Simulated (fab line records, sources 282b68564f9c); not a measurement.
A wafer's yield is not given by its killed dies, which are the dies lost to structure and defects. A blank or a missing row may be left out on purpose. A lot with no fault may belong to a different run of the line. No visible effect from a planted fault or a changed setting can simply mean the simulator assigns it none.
fab line records	flow rit_cmos	part 1 of 2: steps 1 to 42 of 44
record: lots: 6	wafers: 18	last_day: 7
route steps=202 shown SPACER@127 NSD@131 PSD@142 SDANNEAL@153 PLDD@159 NLDD@160 SILICIDE@161 CONTACT@168 M1@202
lots that met no fault: taken from a fault-free run of the same line
start_h: the number of hours between the record's first day and the start of the first shown wafer of the lot	wait_h: hours from the lot's prior step to this one	" as in the row above	L1.1+2: one row covering several wafers at once	- no value, or no start given	* or withheld: withheld	< > ~ a bound
route shown NAME@n: a module of which the file shows steps, and the number in the route of the first	usual: mean/standard deviation taken from wafers without a fault	same: alike in all rows	chamber/n: place in a boat	sites: each site's reading	_std_site: standard deviation across them	_edge_site: inner sites' mean taken away from outer sites' mean	radius_mm: for every site, how far away it sits from the centre of the wafer	mask NAME#n: copy n	behind: the last tool/chamber to shape the wafer	hold: cause of the lot's hold/its duration in hours/its outcome	device: transistor that didn't switch, given as n, p or np	end of line: tests of these same wafers at the route's end	where a step has no rows: the recipe by itself	killed: count of dies lost to structure and defects at first sort (not the wafer's yield)	map: dies across one wafer; x = killed, . = not, _ = none there
set.NAME: the run value of the setting; set.NAME@STEP: its run value at that earlier step	model.NAME: the simulator's own value behind a step, which no gauge read
lots at some steps of the route; a table a step, a row a wafer
services: from which hour (start_h, from the record's first day; less than 0 if before it) a tool's chamber was out of use, for how many hours, and why
== steps ==
step: RIT_SPACER_CLEAN_02
recipe: chemistry: SC2	mix: 3:3:50	time_s: 600	temp_c: 75	dry: n2_spin
step: RIT_SPACER_CVD_03
recipe: material: Si3N4	target_thk_nm: 250	temp_c: 810	precursor: SiH2Cl2/NH3	time_s: 3300	pressure_mtorr: 300	sih2cl2_flow_sccm: 60	nh3_flow_sccm: 150
step: RIT_SPACER_THK_MEAS_04
recipe: reads: Si3N4_of_SPACER_CVD_03
usual: SPACER_NITRIDE_THK: 250.3/2.5
lot.wafer	tool	chamber	start_h	wait_h	SPACER_NITRIDE_THK[nm]
L346.2	film_metro-03	-	61.87	0.0	253.3
L346.3	"	-	"	"	252.9
L346.5	"	-	"	"	253.4
L348.2	film_metro-02	-	74.43	0.0	251.1
L348.5	"	-	"	"	250.4
L348.6	"	-	"	"	252.1
L353.2	film_metro-02	-	96.09	0.0	254.3
L353.4	"	-	"	"	254.4
L353.5	"	-	"	"	255.4
L360.3	film_metro-01	-	133.37	0.0	254.1
L360.4	"	-	"	"	252.4
L360.5	"	-	"	"	254.9
L362.3	film_metro-02	-	141.38	0.0	250.6
L362.5	"	-	"	"	249.4
L362.6	"	-	"	"	250.2
L363.1	film_metro-01	-	149.74	0.0	252.8
L363.3	"	-	"	"	253.0
L363.4	"	-	"	"	251.9
step: RIT_SPACER_ETCHBACK_05
recipe: target_depth_a: 2500	SF6_flow_sccm: 30	CHF3_flow_sccm: 30	target: Si3N4	chemistry: SF6/CHF3	pressure_mtorr: 40	rf_w: 250	time_s: 240	stop_on: SiO2
usual: chamber_pressure_mTorr: 40.00/0.04	drypump_motor_current_A: 5.6/0.37	oes_product_au: 0.844/0.016	throttle_valve_pct: 10.40/0.12
lot.wafer	tool	chamber	start_h	wait_h	chamber_pressure_mTorr	drypump_motor_current_A	oes_product_au	rf_hours_counter_h	throttle_valve_pct
L346.2	rie_diel-01	3	61.92	0.0	39.97	5.6	0.842	31	10.29
L346.3	"	1	"	"	39.98	5.2	0.851	12	10.24
L346.5	"	0	"	"	40.03	5.6	0.847	-	10.47
L348.2	rie_diel-04	3	74.48	0.0	39.95	5.4	0.843	58	10.55
L348.5	"	0	"	"	40.04	6.2	0.841	-	10.53
L348.6	"	1	"	"	39.97	6.1	0.863	-	10.48
L353.2	rie_diel-03	2	96.14	0.0	40.05	5.3	0.845	11	10.25
L353.4	"	1	"	"	39.99	6.0	0.829	8	10.20
L353.5	"	3	"	"	40.00	5.2	0.821	-	10.52
L360.3	rie_diel-04	2	133.41	0.0	40.01	5.1	0.860	109	10.48
L360.4	"	3	"	"	39.98	5.4	0.843	58	10.53
L360.5	"	3	"	"	40.00	5.4	0.846	-	10.54
L362.3	rie_diel-01	2	141.42	0.0	40.05	6.1	0.878	74	10.53
L362.5	"	1	"	"	40.00	5.2	0.852	-	10.24
L362.6	"	3	"	"	39.93	5.6	0.840	-	10.28
L363.1	rie_diel-04	1	149.80	0.1	40.01	6.1	0.869	137	10.50
L363.3	"	2	"	"	40.03	5.1	0.857	110	10.48
L363.4	"	3	"	"	40.05	5.4	0.846	59	10.55
step: RIT_NSD_HMDS_00
recipe: prime_time_s: 60	prime_temp_c: 140
step: RIT_NSD_COAT_01
recipe: resist: NOVOLAK	spin_rpm: 3207	resist_thk_nm: 1000
step: RIT_NSD_SOFTBAKE_02
recipe: resist: NOVOLAK	temp_c: 90	time_s: 60
step: RIT_NSD_EXPOSE_03
recipe: mask_id: M9	na: 0.57	target_cd_nm: 40700	dose_mj: 250
step: RIT_NSD_PEB_04
recipe: resist: NOVOLAK	temp_c: withheld	time_s: withheld
step: RIT_NSD_DEVELOP_05
recipe: resist: NOVOLAK	develop_time_s: 50	dev_temp_c: 23
step: RIT_NSD_OVL_MEAS_06
usual: NSD_OVL: 0.4/1.3
lot.wafer	tool	chamber	start_h	wait_h	NSD_OVL[nm]
L346.2	overlay-02	-	63.15	-	1.0
L346.3	"	-	"	"	1.0
L346.5	"	-	"	"	1.5
L348.2	overlay-02	-	75.61	-	0.0
L348.5	"	-	"	"	-0.3
L348.6	"	-	"	"	-1.1
L353.2	overlay-01	-	97.14	-	0.3
L353.4	"	-	"	"	0.0
L353.5	"	-	"	"	0.9
L360.3	overlay-01	-	134.42	-	3.0
L360.4	"	-	"	"	2.0
L360.5	"	-	"	"	1.1
L362.3	overlay-01	-	142.56	-	0.2
L362.5	"	-	"	"	-1.7
L362.6	"	-	"	"	-0.7
L363.1	overlay-02	-	150.92	-	-2.5
L363.3	"	-	"	"	0.3
L363.4	"	-	"	"	-2.1
step: RIT_NSD_HARDBAKE_07
recipe: resist: NOVOLAK	temp_c: 140	time_s: 60
step: RIT_NSD_IMPLANT_08
recipe: species: P	energy_kev: 25.35	dose_cm2: 1e+15	tilt_deg: 7
usual: dose_ions_cm2: 1.0002e+15/1e+12	faraday_current_uA: 3129/59
lot.wafer	tool	chamber	start_h	wait_h	dose_ions_cm2	faraday_current_uA
L346.2	implanter-02	0	63.35	0.1	1.001e+15	3050
L346.3	"	0	"	"	1.0014e+15	3151
L346.5	"	0	"	"	1.002e+15	3117
L348.2	implanter-01	0	75.81	0.1	1.0021e+15	3141
L348.5	"	0	"	"	9.991e+14	3065
L348.6	"	0	"	"	1.0012e+15	3110
L353.2	implanter-02	0	97.35	0.1	1.0006e+15	3092
L353.4	"	0	"	"	1.0002e+15	3188
L353.5	"	0	"	"	1.0011e+15	3065
L360.3	implanter-01	0	134.64	0.1	7.179e+14	2243
L360.4	"	0	"	"	7.164e+14	2245
L360.5	"	0	"	"	7.174e+14	2271
L362.3	implanter-01	0	142.78	0.1	7.178e+14	2236
L362.5	"	0	"	"	7.171e+14	2324
L362.6	"	0	"	"	7.181e+14	2292
L363.1	implanter-02	0	151.11	0.1	1.0001e+15	3104
L363.3	"	0	"	"	1.0014e+15	3102
L363.4	"	0	"	"	1.0005e+15	3112
step: RIT_NSD_STRIP_09
recipe: chemistry: O2	time_s: 180	resist: NOVOLAK	platen_temp_c: withheld	power_w: 500	pressure_mtorr: 4000	o2_flow_sccm: 4000
usual: chamber_pressure_mTorr: 4000/4.1	drypump_motor_current_A: 5.6/0.49
lot.wafer	tool	chamber	start_h	wait_h	chamber_pressure_mTorr	drypump_motor_current_A	rf_hours_counter_h
L346.2	plasma_asher-02	0	63.48	0.1	4019	6.3	35
L346.3	"	1	"	"	3997	4.9	-
L346.5	"	1	"	"	3999	4.9	-
L348.2	plasma_asher-01	0	75.94	0.1	4001	5.6	45
L348.5	"	1	"	"	4001	5.7	-
L348.6	"	0	"	"	3997	5.6	-
L353.2	plasma_asher-02	1	97.47	0.1	3998	4.9	39
L353.4	"	1	"	"	3995	4.8	-
L353.5	"	1	"	"	4005	4.9	-
L360.3	plasma_asher-02	0	134.80	0.1	3998	6.3	-
L360.4	"	1	"	"	3995	4.9	-
L360.5	"	0	"	"	4000	6.3	-
L362.3	plasma_asher-03	1	142.94	0.1	4002	6.0	-
L362.5	"	1	"	"	4004	6.0	-
L362.6	"	0	"	"	4000	5.1	-
L363.1	plasma_asher-01	0	151.26	0.1	4001	5.6	51
L363.3	"	1	"	"	4005	5.6	-
L363.4	"	0	"	"	3999	5.6	-
step: RIT_NSD_TW_MEAS_10
usual: NSD_TW: 3131/15
lot.wafer	tool	chamber	start_h	wait_h	NSD_TW
L346.2	film_metro-02	-	63.66	0.1	3128
L346.3	"	-	"	"	3134
L346.5	"	-	"	"	3124
L348.2	film_metro-02	-	76.12	0.1	3123
L348.5	"	-	"	"	3141
L348.6	"	-	"	"	3142
L353.2	film_metro-03	-	97.66	0.1	3104
L353.4	"	-	"	"	3109
L353.5	"	-	"	"	3098
L360.3	film_metro-02	-	134.94	0.1	2910
L360.4	"	-	"	"	2909
L360.5	"	-	"	"	2916
L362.3	film_metro-04	-	143.08	0.1	2892
L362.5	"	-	"	"	2889
L362.6	"	-	"	"	2879
L363.1	film_metro-04	-	151.43	0.1	3144
L363.3	"	-	"	"	3136
L363.4	"	-	"	"	3123
step: RIT_PSD_HMDS_00
recipe: prime_time_s: 60	prime_temp_c: 140
step: RIT_PSD_COAT_01
recipe: resist: NOVOLAK	spin_rpm: 3250	resist_thk_nm: 1000
step: RIT_PSD_SOFTBAKE_02
recipe: resist: NOVOLAK	temp_c: 90	time_s: 60
step: RIT_PSD_EXPOSE_03
recipe: mask_id: M10	na: 0.57	target_cd_nm: 40900	dose_mj: 250
step: RIT_PSD_PEB_04
recipe: resist: NOVOLAK	temp_c: withheld	time_s: withheld
step: RIT_PSD_DEVELOP_05
recipe: resist: NOVOLAK	develop_time_s: 50	dev_temp_c: 23
step: RIT_PSD_OVL_MEAS_06
usual: PSD_OVL: 0.0/1.5
lot.wafer	tool	chamber	start_h	wait_h	PSD_OVL[nm]
L346.2	overlay-02	-	64.57	-	3.7
L346.3	"	-	"	"	2.6
L346.5	"	-	"	"	3.0
L348.2	overlay-01	-	77.03	-	-0.6
L348.5	"	-	"	"	0.0
L348.6	"	-	"	"	-0.7
L353.2	overlay-01	-	98.56	-	-0.4
L353.4	"	-	"	"	0.5
L353.5	"	-	"	"	0.1
L360.3	overlay-01	-	135.96	-	0.2
L360.4	"	-	"	"	0.8
L360.5	"	-	"	"	-1.5
L362.3	overlay-01	-	144.10	-	-1.3
L362.5	"	-	"	"	-1.9
L362.6	"	-	"	"	-2.4
L363.1	overlay-01	-	152.34	-	-0.7
L363.3	"	-	"	"	0.6
L363.4	"	-	"	"	-0.7
step: RIT_PSD_HARDBAKE_07
recipe: resist: NOVOLAK	temp_c: 140	time_s: 60
step: RIT_PSD_IMPLANT_08
recipe: species: BF2	energy_kev: 27	dose_cm2: 5.057e+15	tilt_deg: 7
step: RIT_PSD_STRIP_09
recipe: chemistry: O2	time_s: 180	resist: NOVOLAK	platen_temp_c: withheld	power_w: 500	pressure_mtorr: 4000	o2_flow_sccm: 4000
usual: chamber_pressure_mTorr: 4000/3.7	drypump_motor_current_A: 5.5/0.44
lot.wafer	tool	chamber	start_h	wait_h	chamber_pressure_mTorr	drypump_motor_current_A	rf_hours_counter_h
L346.2	plasma_asher-01	0	64.90	0.1	4000	5.6	44
L346.3	"	1	"	"	4007	5.7	-
L346.5	"	1	"	"	3996	5.7	-
L348.2	plasma_asher-02	1	77.36	0.1	4000	4.9	36
L348.5	"	0	"	"	3994	6.3	-
L348.6	"	1	"	"	3993	4.8	-
L353.2	plasma_asher-04	0	98.89	0.1	4002	5.2	34
L353.4	"	0	"	"	4004	5.2	-
L353.5	"	0	"	"	4001	5.2	-
L360.3	plasma_asher-01	1	136.35	0.1	3999	5.7	-
L360.4	"	0	"	"	4000	5.6	-
L360.5	"	0	"	"	3993	5.6	-
L362.3	plasma_asher-02	0	144.49	0.1	4004	6.3	-
L362.5	"	1	"	"	4004	4.9	-
L362.6	"	0	"	"	3999	6.3	-
L363.1	plasma_asher-01	0	152.68	0.1	4005	5.6	52
L363.3	"	1	"	"	3997	5.7	-
L363.4	"	0	"	"	4008	5.6	-
step: RIT_PSD_TW_MEAS_10
usual: PSD_TW: 3431/15
lot.wafer	tool	chamber	start_h	wait_h	PSD_TW
L346.2	film_metro-02	-	65.08	0.1	3441
L346.3	"	-	"	"	3431
L346.5	"	-	"	"	3441
L348.2	film_metro-03	-	77.55	0.1	3451
L348.5	"	-	"	"	3420
L348.6	"	-	"	"	3425
L353.2	film_metro-04	-	99.08	0.1	3434
L353.4	"	-	"	"	3434
L353.5	"	-	"	"	3441
L360.3	film_metro-04	-	136.48	0.1	3425
L360.4	"	-	"	"	3403
L360.5	"	-	"	"	3400
L362.3	film_metro-02	-	144.62	0.1	3460
L362.5	"	-	"	"	3459
L362.6	"	-	"	"	3460
L363.1	film_metro-02	-	152.86	0.1	3454
L363.3	"	-	"	"	3445
L363.4	"	-	"	"	3465
step: RIT_SDANNEAL_CLEAN_00
recipe: chemistry: SC1	mix: 3:3:50	time_s: 600	temp_c: 75
step: RIT_SDANNEAL_CLEAN_01
recipe: chemistry: dHF	dilution: 50:1	time_s: 30
step: RIT_SDANNEAL_CLEAN_02
recipe: chemistry: SC2	mix: 3:3:50	time_s: 600	temp_c: 75	dry: n2_spin
step: RIT_SDANNEAL_RTA_03
recipe: temp_c: 1050	time_s: 5	idle_temp_c: 600	ramp_up_c_per_s: 342	ramp_down_c_per_s: 171	cool_to_c: 600	ambient: N2
step: RIT_SDANNEAL_RS_MEAS_04
recipe: thk_meas_gauge: four-point-probe
usual: PSD_RS: 115.71/0.3
lot.wafer	tool	chamber	start_h	wait_h	PSD_RS[ohm/sq]
L346.2	film_metro-04	-	65.58	0.1	115.43
L346.3	"	-	"	"	115.51
L346.5	"	-	"	"	115.43
L348.2	film_metro-03	-	78.04	0.1	115.96
L348.5	"	-	"	"	116.05
L348.6	"	-	"	"	115.92
L353.2	film_metro-04	-	99.57	0.1	115.13
L353.4	"	-	"	"	115.54
L353.5	"	-	"	"	115.37
L360.3	film_metro-02	-	136.99	0.1	115.50
L360.4	"	-	"	"	115.40
L360.5	"	-	"	"	115.11
L362.3	film_metro-02	-	145.13	0.1	115.76
L362.5	"	-	"	"	115.83
L362.6	"	-	"	"	116.22
L363.1	film_metro-02	-	153.36	0.0	115.63
L363.3	"	-	"	"	115.82
L363.4	"	-	"	"	115.65
step: RIT_SDANNEAL_RS_MEAS_05
recipe: thk_meas_gauge: four-point-probe
usual: NSD_RS: 84.36/0.29
lot.wafer	tool	chamber	start_h	wait_h	NSD_RS[ohm/sq]
L346.2	film_metro-04	-	65.70	0.1	84.33
L346.3	"	-	"	"	84.20
L346.5	"	-	"	"	84.50
L348.2	film_metro-03	-	78.16	0.1	84.19
L348.5	"	-	"	"	84.05
L348.6	"	-	"	"	84.06
L353.2	film_metro-04	-	99.69	0.1	84.22
L353.4	"	-	"	"	84.07
L353.5	"	-	"	"	84.45
L360.3	film_metro-02	-	137.11	0.1	110.82
L360.4	"	-	"	"	110.20
L360.5	"	-	"	"	110.95
L362.3	film_metro-02	-	145.25	0.1	110.38
L362.5	"	-	"	"	109.99
L362.6	"	-	"	"	111.06
L363.1	film_metro-02	-	153.48	0.1	84.54
L363.3	"	-	"	"	84.44
L363.4	"	-	"	"	84.44
step: RIT_SDANNEAL_RS_MEAS_06
recipe: thk_meas_gauge: four-point-probe
usual: PLDD_RS: 178.4/0.48
lot.wafer	tool	chamber	start_h	wait_h	PLDD_RS[ohm/sq]
L346.2	film_metro-04	-	65.82	0.1	178.5
L346.3	"	-	"	"	177.9
L346.5	"	-	"	"	178.5
L348.2	film_metro-03	-	78.28	0.1	177.6
L348.5	"	-	"	"	177.9
L348.6	"	-	"	"	177.3
L353.2	film_metro-04	-	99.81	0.1	178.6
L353.4	"	-	"	"	179.0
L353.5	"	-	"	"	178.4
L360.3	film_metro-02	-	137.23	0.1	177.8
L360.4	"	-	"	"	178.1
L360.5	"	-	"	"	178.2
L362.3	film_metro-02	-	145.37	0.1	178.3
L362.5	"	-	"	"	178.8
L362.6	"	-	"	"	178.9
L363.1	film_metro-02	-	153.60	0.1	178.8
L363.3	"	-	"	"	178.7
L363.4	"	-	"	"	178.3
step: RIT_SDANNEAL_RS_MEAS_07
recipe: thk_meas_gauge: four-point-probe
usual: NLDD_RS: 152.6/0.63
lot.wafer	tool	chamber	start_h	wait_h	NLDD_RS[ohm/sq]
L346.2	film_metro-04	-	65.94	0.1	152.3
L346.3	"	-	"	"	152.0
L346.5	"	-	"	"	151.9
L348.2	film_metro-03	-	78.40	0.1	152.1
L348.5	"	-	"	"	153.6
L348.6	"	-	"	"	152.4
L353.2	film_metro-04	-	99.93	0.1	152.6
L353.4	"	-	"	"	152.1
L353.5	"	-	"	"	152.2
L360.3	film_metro-02	-	137.35	0.1	151.6
L360.4	"	-	"	"	151.8
L360.5	"	-	"	"	151.9
L362.3	film_metro-02	-	145.49	0.1	152.3
L362.5	"	-	"	"	153.7
L362.6	"	-	"	"	152.8
L363.1	film_metro-02	-	153.72	0.1	152.4
L363.3	"	-	"	"	152.1
L363.4	"	-	"	"	152.3
step: RIT_SILICIDE_WET_ETCH_00
recipe: chemistry: BOE	target: SiO2	target_depth_nm: 14	time_s: 15	dry: n2_spin	dilution: 10:1	temp_c: 21.5
step: RIT_SILICIDE_SPUTTER_01
recipe: material: Ti	target_thk_nm: 30	power_w: 350	chamber_pressure_pa: 0.667	gas: Ar	time_s: 240	substrate_temp_c: 25
step: RIT_SILICIDE_RS_MEAS_02
recipe: thk_meas_gauge: four-point-probe	reads: Ti_of_SILICIDE_SPUTTER_01
usual: SILICIDE_TI_RS: 48.0/0.79
lot.wafer	tool	chamber	start_h	wait_h	SILICIDE_TI_RS[ohm/sq]
L346.2	film_metro-02	-	66.24	0.1	47.3
L346.3	"	-	"	"	47.0
L346.5	"	-	"	"	47.6
L348.2	film_metro-04	-	78.68	0.1	47.1
L348.5	"	-	"	"	46.7
L348.6	"	-	"	"	47.4
L353.2	film_metro-01	-	100.22	0.1	48.9
L353.4	"	-	"	"	47.4
L353.5	"	-	"	"	48.0
L360.3	film_metro-01	-	137.63	0.1	47.4
L360.4	"	-	"	"	47.7
L360.5	"	-	"	"	47.8
L362.3	film_metro-04	-	145.77	0.1	47.5
L362.5	"	-	"	"	47.6
L362.6	"	-	"	"	48.4
L363.1	film_metro-01	-	154.00	0.1	48.6
L363.3	"	-	"	"	47.0
L363.4	"	-	"	"	47.5
step: RIT_SILICIDE_THK_MEAS_03
recipe: thk_meas_gauge: xrf	reads: Ti_of_SILICIDE_SPUTTER_01
usual: SILICIDE_TI_THK: 29.4/0.45
lot.wafer	tool	chamber	start_h	wait_h	SILICIDE_TI_THK[nm]
L346.2	film_metro-02	-	66.35	0.1	29.9
L346.3	"	-	"	"	30.1
L346.5	"	-	"	"	29.7
L348.2	film_metro-04	-	78.79	0.1	30.1
L348.5	"	-	"	"	30.2
L348.6	"	-	"	"	30.0
L353.2	film_metro-01	-	100.33	0.1	28.8
L353.4	"	-	"	"	29.5
L353.5	"	-	"	"	29.4
L360.3	film_metro-01	-	137.73	0.1	29.8
L360.4	"	-	"	"	29.4
L360.5	"	-	"	"	29.3
L362.3	film_metro-04	-	145.87	0.1	29.7
L362.5	"	-	"	"	29.7
L362.6	"	-	"	"	29.3
L363.1	film_metro-01	-	154.12	0.1	29.0
L363.3	"	-	"	"	29.9
L363.4	"	-	"	"	29.9
step: RIT_SILICIDE_RTA_04
recipe: temp_c: 650	time_s: 10	idle_temp_c: 25	ramp_up_s: 5	ramp_down_s: 5	cool_to_c: 25	ambient: N2
usual: wafer_temp_C_max: 652.5/0.57
lot.wafer	tool	chamber	start_h	wait_h	wafer_temp_C_max
L346.2	rtp_anneal-02	0	66.41	0.1	652.2
L346.3	"	0	"	"	652.5
L346.5	"	0	"	"	652.2
L348.2	rtp_anneal-02	0	78.85	0.1	651.9
L348.5	"	0	"	"	652.0
L348.6	"	0	"	"	652.1
L353.2	rtp_anneal-01	0	100.39	0.1	653.5
L353.4	"	0	"	"	652.0
L353.5	"	0	"	"	653.4
L360.3	rtp_anneal-02	0	137.79	0.1	652.6
L360.4	"	0	"	"	652.9
L360.5	"	0	"	"	652.3
L362.3	rtp_anneal-02	0	145.93	0.1	652.2
L362.5	"	0	"	"	653.3
L362.6	"	0	"	"	652.4
L363.1	rtp_anneal-01	0	154.18	0.1	652.6
L363.3	"	0	"	"	652.8
L363.4	"	0	"	"	652.1
step: RIT_SILICIDE_WET_ETCH_05
recipe: chemistry: SPM	target: Ti	temp_c: 90	time_s: 120	dry: n2_spin
step: RIT_SILICIDE_RTA_06
recipe: temp_c: 750	time_s: 10	idle_temp_c: 25	ramp_up_s: 5	ramp_down_s: 10	cool_to_c: 25	ambient: N2
step: RIT_CONTACT_CVD_00
recipe: material: SiO2	target_thk_nm: 400	precursor: TEOS	temp_c: 390	time_s: 61	rf_w: 400
usual: heater_power_w: 356/65
lot.wafer	tool	chamber	start_h	wait_h	heater_power_w
L346.2	pecvd-04	0	66.57	0.0	452
L346.3	"	2	"	"	374
L346.5	"	0	"	"	339
L348.2	pecvd-02	2	79.02	0.0	454
L348.5	"	1	"	"	309
L348.6	"	0	"	"	302
L353.2	pecvd-03	0	100.56	0.0	307
L353.4	"	2	"	"	250
L353.5	"	1	"	"	502
L360.3	pecvd-02	2	137.97	0.1	447
L360.4	"	1	"	"	308
L360.5	"	1	"	"	329
L362.3	pecvd-03	0	146.09	0.0	335
L362.5	"	1	"	"	391
L362.6	"	2	"	"	298
L363.1	pecvd-02	1	154.36	0.1	330
L363.3	"	0	"	"	337
L363.4	"	1	"	"	339
== key ==
first_sign: step: RIT_NSD_IMPLANT_08	reading: dose_ions_cm2	direction: down	sigmas: 99+	usual: 1.0002e+15	struck: 7.175e+14
effect: step: RIT_NSD_IMPLANT_08	reading: faraday_current_uA	direction: down	sigmas: 15	usual: 3129	struck: 2269
effect: step: RIT_NSD_TW_MEAS_10	reading: NSD_TW	direction: down	sigmas: 15	usual: 3131	struck: 2899
effect: step: RIT_SDANNEAL_RS_MEAS_05	reading: NSD_RS	direction: up	sigmas: 90	usual: 84.36	struck: 110.57
model_effect: step: RIT_CONTACT_ETCH_11	value: CONTACT.cd_nm	without: 999.4	struck: 987
model_effect: step: RIT_M1_PROBE_99	value: etest.nmos_0p3.r_on_ohm_um	without: 2131	struck: 2287
met_at RIT_NSD_IMPLANT_08
struck_wafers L360.3,L360.4,L360.5,L362.3,L362.5,L362.6
tester_left_out L360,L362
loop_trim: step: RIT_CONTACT_EXPOSE_05	setting: dose	lots: L362
onset_between 75.81 134.64
fault: kind: process_parameter_drift	tool: implanter-01	chamber: -	onset_h: 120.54	steps: RIT_NSD_IMPLANT_08	channel: dose_cm2	offset: -2.827e+14	shape: step	end_h: 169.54	acts_in: these_recipes_only	stated: 1e+15
tester_left_out: of these lots the tester's yield and bins aren't shown, on N5 and GAA mostly nor the transistor test; their killed dies are dies lost to structure and defects alone, not to doping, threshold or leakage, so they don't give the yield
loop_trim: a control loop set the setting to another value than it would have without faults
